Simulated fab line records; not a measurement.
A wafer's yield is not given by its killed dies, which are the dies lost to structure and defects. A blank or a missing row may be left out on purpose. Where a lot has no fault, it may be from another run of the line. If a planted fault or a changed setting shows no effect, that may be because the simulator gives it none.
Comparing a struck lot with a sound one / flow rit_cmos / 19 steps out of a route of 202
Sound: these wafers, L963.3, L963.4, L963.6. The struck wafers were L973.2, L973.5, L973.6. The cause is given at the end.
At each step with rows: each side's tool, then ch and its chambers, then its first start. Under that, the readings that differ: sound wafers / struck wafers / difference of the means / sigmas: that difference in standard deviations of wafers without a fault.
alike: words and numbers the same on both sides, and readings whose means are apart by under 2 such deviations; not compared: readings that were withheld, readings missing a value for some wafer, numbers with overlapping values and no deviation given by the record, and bounds like >300 which may hide the same value.
A row with sigmas, a row that says differs or no value, or rows on one side alone: a step with any of these is where the two part. Numbers that have no deviation but don't overlap get no sigmas and don't part them. Lack of a reading on every wafer of one side parts them only where that side has two or more wafers.

first, 1 step without rows for these wafers: RIT_SILICIDE_WET_ETCH_00 (etches SiO2 in BOE, target depth 14 nm, time 15 s).
RIT_SILICIDE_SPUTTER_01: material Ti, target thk 30 nm, time 240 s.
  sound: pvd_sputter-04 at day 4 06:55; struck: pvd_sputter-03 at day 6 01:26
  alike: throttle_valve_pct
RIT_SILICIDE_RS_MEAS_02: the measuring method here is four-point-probe.
  sound: film_metro-01 at day 4 07:07; struck: film_metro-01 at day 6 01:36
  alike: SILICIDE_TI_RS
RIT_SILICIDE_THK_MEAS_03: measures by xrf.
  sound: film_metro-01 at day 4 07:13; struck: film_metro-01 at day 6 01:43
  alike: SILICIDE_TI_THK
RIT_SILICIDE_RTA_04: time 10 s, ramp up 5 s, ramp down 5 s.
  sound on rtp_anneal-01 ch 0, day 4 07:16; struck on rtp_anneal-02 ch 0, day 6 01:46
  alike: wafer_temp_C_max
then, 1 step without rows for these wafers: RIT_SILICIDE_WET_ETCH_05 (etches Ti in SPM, time 120 s).
RIT_SILICIDE_RTA_06: time 10 s, ramp up 5 s, ramp down 10 s.
  sound on rtp_anneal-02 ch 0, day 4 07:23; struck on rtp_anneal-01 ch 0, day 6 01:53
  alike: wafer_temp_C_max
RIT_CONTACT_CVD_00: deposits SiO2 from TEOS, target thk 400 nm, time 61 s.
  sound on pecvd-04 ch 0,1, day 4 07:25; struck on pecvd-03 ch 0,1, day 6 01:56
  alike: heater_power_w, rf_fwd_power_W
RIT_CONTACT_THK_MEAS_01:
  sound: film_metro-01 at day 4 07:29; struck: film_metro-04 at day 6 02:00
  alike: CONTACT_TEOS_THK
then, 3 steps without rows for these wafers: RIT_CONTACT_HMDS_02 (prime time 60 s); RIT_CONTACT_COAT_03 (resist thk 1000 nm); RIT_CONTACT_SOFTBAKE_04 (time 60 s).
RIT_CONTACT_EXPOSE_05: exposes mask M11, target cd 1000 nm.
  sound on iline_stepper-02 ch 0, day 4 08:11; struck on iline_stepper-01 ch 0, day 6 02:31
reading=model.CONTACT.overlay_x_nm (nm); sound=-2.85 -2.85 -2.85; struck=129.4 129.4 129.4; difference=+132.2; sigmas=
  alike: mask
then, 2 steps without rows for these wafers: RIT_CONTACT_PEB_06; RIT_CONTACT_DEVELOP_07 (develop time 120 s).
RIT_CONTACT_CD_MEAS_08 targets a cd of 1000 nm.
  sound: cd_sem-02 at day 4 08:49; struck: cd_sem-02 at day 6 03:02
  alike: cd_nm
RIT_CONTACT_OVL_MEAS_09:
  sound: overlay-01 at day 4 08:55; struck: overlay-01 at day 6 03:08
reading=CONTACT_OVL (nm); sound=-1.6 -2.2 -1.7; struck=130.5 129.8 130.9; difference=+132.2; sigmas=+99 or more
then, 1 step without rows for these wafers: RIT_CONTACT_HARDBAKE_10 (time 60 s).
RIT_M1_PROBE_99:
  sound: prober-01 at day 4 14:22; struck: prober-01 at day 6 08:43
reading=model.etest.contact_to_gate.bv_left_v (V); sound=91.56 91.67 87.17; struck=157.8 155.2 156.1; difference=+66.2; sigmas=
reading=model.etest.contact_to_gate.bv_right_v (V); sound=93.86 94.58 92.94; struck=28.05 27.33 25.71; difference=-66.76; sigmas=
  alike: killed_at_contacts, killed_at_front_end, killed_dies, killed_open, killed_short

== WHERE THEY PART ==
Only at RIT_CONTACT_OVL_MEAS_09, within this record. Later steps at which nothing parts them and some readings are alike: RIT_M1_PROBE_99.

WHY: whatever the simulator had introduced
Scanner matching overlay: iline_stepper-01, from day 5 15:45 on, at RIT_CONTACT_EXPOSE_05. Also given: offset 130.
